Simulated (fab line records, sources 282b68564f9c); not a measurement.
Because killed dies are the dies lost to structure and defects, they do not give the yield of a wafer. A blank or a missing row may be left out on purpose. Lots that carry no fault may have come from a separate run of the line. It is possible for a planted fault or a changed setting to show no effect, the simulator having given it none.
Struck lot and sound lot, side by side || flow ritCmos || 20 steps out of a route of 202
Sound: wafers L133.2, L133.3, L133.4. Wafers L146.1, L146.4, L146.6 were the ones struck. At the end, the cause is stated.
Per side, at each step with rows, come the tool, then ch with its chambers, and then its first start. Under that, the readings that differ: sound wafers || struck wafers || difference of the means || sigmas: that difference in standard deviations of wafers without a fault.
alike: words and numbers the same on both sides, and readings whose means are apart by under 2 such deviations; not compared: readings that were withheld, readings missing a value for some wafer, numbers with overlapping values and no deviation given by the record, and bounds like >300 which may hide the same value.
The two part at a step that has a row with sigmas, a row that says differs or no value, or rows on one side only. Numbers that have no deviation but don't overlap get no sigmas and don't part them. A reading that every wafer of one side lacks parts them only if that side has two wafers or more.

first, 2 steps without rows for these wafers: RIT_NWELL_HARDBAKE_07 (time 120 s); RIT_NWELL_IMPLANT_08.
RIT_NWELL_STRIP_09: strips in O2, time 180 s.
  sound on plasmaAsher-03 ch 0,1, day 3 08:13; struck on plasmaAsher-02 ch 0, day 6 01:08
  alike: drypumpMotorCurrentA
  not compared: rfHoursCounterH
RIT_NWELL_TW_MEAS_10:
  sound on filmMetro-01, day 3 08:24; struck on filmMetro-01, day 6 01:19
  alike: NWELL_TW
then, 6 steps without rows for these wafers: RIT_PWELL_HMDS_00 (prime time 60 s); RIT_PWELL_COAT_01 (resist thk 1300 nm); RIT_PWELL_SOFTBAKE_02 (time 60 s); RIT_PWELL_EXPOSE_03 (exposes mask M3, target cd 43700 nm); RIT_PWELL_PEB_04; RIT_PWELL_DEVELOP_05 (develop time 68 s).
RIT_PWELL_OVL_MEAS_06:
  sound on overlay-02, day 3 09:20; struck on overlay-01, day 6 02:29
  alike: PWELL_OVL
then, 1 step without rows for these wafers: RIT_PWELL_HARDBAKE_07 (time 120 s).
RIT_PWELL_IMPLANT_08:
  sound on implanter-03 ch 0, day 3 09:38; struck on implanter-01 ch 0, day 6 02:46
{"reading": "doseIonsCm2", "sound": "7.006e+13 7.007e+13 7.011e+13", "struck": "9.948e+13 9.964e+13 9.946e+13", "difference": "+2.945e+13", "sigmas": "+99 or more"}
{"reading": "faradayCurrentUA", "sound": "212 224 219", "struck": "314 316 306", "difference": "+94", "sigmas": "+23"}
{"reading": "tiltDeg (degrees)", "sound": "6.983 6.982 6.988", "struck": "7.025 7.055 6.996", "difference": "+0.041", "sigmas": "+2"}
  alike: beamEnergyKeV
RIT_PWELL_STRIP_09: strips in O2, time 180 s.
  sound on plasmaAsher-01 ch 0,1, day 3 09:46; struck on plasmaAsher-01 ch 1, day 6 02:55
  alike: drypumpMotorCurrentA
  not compared: rfHoursCounterH
RIT_PWELL_TW_MEAS_10:
  sound on filmMetro-02, day 3 09:57; struck on filmMetro-01, day 6 03:05
{"reading": "PWELL_TW", "sound": "961 960 959", "struck": "1079 1073 1077", "difference": "+116", "sigmas": "+23"}
then, 1 step without rows for these wafers: RIT_WELLDRIVE_ANNEAL_00 (time 14700 s).
RIT_WELLDRIVE_RS_MEAS_01: the measuring method here is four-point-probe.
  sound on filmMetro-02, day 3 15:07; struck on filmMetro-02, day 6 08:42
  alike: NWELL_RS
RIT_WELLDRIVE_RS_MEAS_02: the measuring method here is four-point-probe.
  sound on filmMetro-02, day 3 15:14; struck on filmMetro-02, day 6 08:49
{"reading": "PWELL_RS (ohm/sq)", "sound": "431.2 430.1 431.3", "struck": "345.2 345.5 345.8", "difference": -85.4, "sigmas": -71}
then, 1 step without rows for these wafers: RIT_NRETRO_HMDS_00 (prime time 60 s).
RIT_M1_PROBE_99:
  sound on prober-02, day 4 19:56; struck on prober-01, day 7 13:46
{"reading": "model.etest.nmos_0p3.rOnOhmUm", "sound": "2124 2120 2095", "struck": "2440 2482 2438", "difference": "+340", "sigmas": ""}
{"reading": "model.etest.nmos_0p15.rOnOhmUm", "sound": "1115 1110 1094", "struck": "1287 1292 1255", "difference": "+172", "sigmas": ""}
{"reading": "model.etest.pwellPinched.rsOhmSq", "sound": "454.5 459.4 463.6", "struck": "363.3 366.6 367.2", "difference": -93.5, "sigmas": ""}
{"reading": "model.etest.pwell.rsOhmSq", "sound": "417.4 418.7 420.5", "struck": "328.2 330.1 330.2", "difference": -89.4, "sigmas": ""}
{"reading": "model.etest.nmosTurned.driveUaUm", "sound": "324 331.2 342", "struck": "251.3 251.1 256.7", "difference": -79.4, "sigmas": ""}
{"reading": "model.etest.nmos_0p15.driveUaUm", "sound": "474.3 489.4 487.4", "struck": "392.6 392.7 390.5", "difference": -91.8, "sigmas": ""}
{"reading": "model.etest.nmosNarrow.driveUaUm", "sound": "231.7 239.5 235.9", "struck": "185.4 180.2 183.7", "difference": -52.6, "sigmas": ""}
{"reading": "model.etest.nmos_0p3.driveUaUm", "sound": "228.2 233.8 232.8", "struck": "183.1 182.3 183.3", "difference": -48.7, "sigmas": ""}
  alike: killedAtFrontEnd, killedDies, killedOpen, killedShort

## WHERE THEY PART
At RIT_PWELL_IMPLANT_08 first; at RIT_WELLDRIVE_RS_MEAS_02 last (within this record only). Later steps at which nothing parts them and some readings are alike: RIT_M1_PROBE_99.

WHY: what the simulator had put in
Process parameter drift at RIT_PWELL_IMPLANT_08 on implanter-01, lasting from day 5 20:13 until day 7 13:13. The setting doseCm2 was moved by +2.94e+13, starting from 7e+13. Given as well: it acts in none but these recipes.
